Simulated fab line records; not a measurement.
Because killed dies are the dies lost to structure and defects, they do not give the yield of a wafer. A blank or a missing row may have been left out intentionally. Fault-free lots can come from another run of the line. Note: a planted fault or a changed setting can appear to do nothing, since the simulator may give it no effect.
The same fault as seen by 2 desks | flow ritCmos | numbers are kept per desk, each desk with only its own; the story behind them comes last

== THE METROLOGY DESK ==
Means of the sampled wafers that have a number, per lot and without regard to the tool the lot ran on: this is what the gauges read. Marked OUT: a lot whose mean sits more than 4 standard deviations from the usual mean, which makes it out of limits; the brackets give that distance.
Columns: A = NLDD_RS at RIT_SDANNEAL_RS_MEAS_07, usual 151.8 ohm/sq; B = M1_BOW at RIT_M1_BOW_MEAS_16, usual 16 um
lot  | first seen here | A     | B
L811 | day 3 05:15     | 152.5 | 14
L812 | day 3 12:03     | 152.1 | 23
L814 | day 3 18:07     | 151.3 | 21
L815 | day 4 02:05     | 152.2 | 11
L816 | day 4 08:25     | 152.6 | 13
L819 | day 5 00:01     | 152.2 | 20
L821 | day 5 08:44     | 151.1 | 14
L823 | day 5 20:53     | 151.8 | 26
L826 | day 6 11:50     | 150.9 | 17
L827 | day 6 17:11     | 151.9 | 16
L828 | day 6 21:13     | 151.2 | 21
L830 | day 7 01:52     | 151.5 | 11
L831 | day 7 12:07     | 152.1 | 15
L833 | day 7 21:19     | 151.9 | 20
L834 | day 8 01:18     | 152.0 | 16
Result from this desk: across the 15 lots, nothing is out of limits.

== AT THE TOOL OWNER'S DESK: pecvd-04 ==
The tool's own readings at RIT_CONTACT_CVD_00 (deposits SiO2 from TEOS, target thk 400 nm, time 61 s): means of the sampled wafers that have a number, for each lot that ran on this tool. Marked OUT: a lot whose mean sits more than 4 standard deviations from the usual mean, which makes it out of limits; the brackets give that distance.
Columns: A = heaterPowerW at RIT_CONTACT_CVD_00, usual 316 W; B = susceptorTempC at RIT_CONTACT_CVD_00, usual 390.00 C
lot  | first seen here | A   | B
L812 | day 3 12:41     | 258 | 390.26
L815 | day 4 02:43     | 263 | 390.00
L821 | day 5 09:23     | 238 | 389.91
L823 | day 5 21:31     | 301 | 389.83
L826 | day 6 12:29     | 324 | 389.92
Result from this desk: across the 5 lots, nothing is out of limits.

== BROUGHT TOGETHER ==
The metrology desk saw nothing out of limits.
The desk of the tool owner found nothing out of limits.

== WHAT THE SIMULATOR HAD PUT IN ==
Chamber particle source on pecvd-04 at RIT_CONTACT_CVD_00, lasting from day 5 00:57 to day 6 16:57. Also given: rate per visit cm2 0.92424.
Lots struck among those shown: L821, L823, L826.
